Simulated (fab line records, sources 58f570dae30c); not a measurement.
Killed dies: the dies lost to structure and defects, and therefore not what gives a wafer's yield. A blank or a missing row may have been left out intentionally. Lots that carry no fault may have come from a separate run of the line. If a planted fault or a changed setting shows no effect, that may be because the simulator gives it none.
Which tool is to blame? + flow berkeleyCmos170 + 21 wafers from 7 lots sampled at 2 of the route's 331 steps

== WHAT THE GAUGES READ, wafer by wafer ==
UCB170_SDANNEAL_RS_MEAS_05: measures by four-point-probe.
| lot  | measured     | on           | NLDD_RS (ohm/sq)  |
|------|--------------|--------------|-------------------|
| L835 | day 8 07:02  | filmMetro-01 | 616.4 618.3 616.1 |
| L836 | day 8 19:28  | filmMetro-02 | 616.2 616.8 618.0 |
| L837 | day 8 20:46  | filmMetro-03 | 615.7 616.4 615.5 |
| L839 | day 9 09:32  | filmMetro-02 | 617.1 615.8 618.2 |
| L845 | day 10 13:11 | filmMetro-01 | 616.2 616.4 617.5 |
| L851 | day 11 16:13 | filmMetro-03 | 584.9 584.8 583.9 |
| L855 | day 12 09:01 | filmMetro-02 | 618.4 619.2 616.9 |

== EACH LOT AND THE TOOL THAT RAN IT (in order: tool; ch and the chambers of the sampled wafers; start) ==
| lot  | UCB170_NLDD_IMPLANT_09          |
|------|---------------------------------|
| L835 | implanter-04 ch 0, day 7 18:24  |
| L836 | implanter-01 ch 0, day 8 06:41  |
| L837 | implanter-01 ch 0, day 8 07:31  |
| L839 | implanter-01 ch 0, day 8 22:35  |
| L845 | implanter-04 ch 0, day 10 01:26 |
| L851 | implanter-01 ch 0, day 11 04:14 |
| L855 | implanter-04 ch 0, day 11 20:32 |
- UCB170_NLDD_IMPLANT_09

== THE ANSWER, worked out from the rows above alone ==
Rule: the lots themselves supply what counts as usual. Put in order of their means at a reading, lots are off if they are a third of the lots or fewer, leave a main group of 4 or more, and stand apart from it by a gap of 3 or more times the standard deviation of the main group's means; of several such gaps the widest counts. A main group is skipped when, at the precision printed for the reading in the tables above, its means are all equal. A lot without any number at a reading at which 4 lots or more have one is off too. Any other lot the step has rows for is counted as sound.
Off: L851, seen at UCB170_SDANNEAL_RS_MEAS_05 (NLDD_RS). For the main group the mean is 617.0 ohm/sq and the standard deviation 0.67.
A tool fits if, at a process step before that reading, it ran every lot that is off, and no sound lot after the first of them. Gauges at UCB170_SDANNEAL_RS_MEAS_05: tried the same way as those tools. 2 tools fit, implanter-01 at UCB170_NLDD_IMPLANT_09 and filmMetro-03 at UCB170_SDANNEAL_RS_MEAS_05, so this cannot tell which one it is.

== WHAT WAS PUT IN BY THE SIMULATOR ==
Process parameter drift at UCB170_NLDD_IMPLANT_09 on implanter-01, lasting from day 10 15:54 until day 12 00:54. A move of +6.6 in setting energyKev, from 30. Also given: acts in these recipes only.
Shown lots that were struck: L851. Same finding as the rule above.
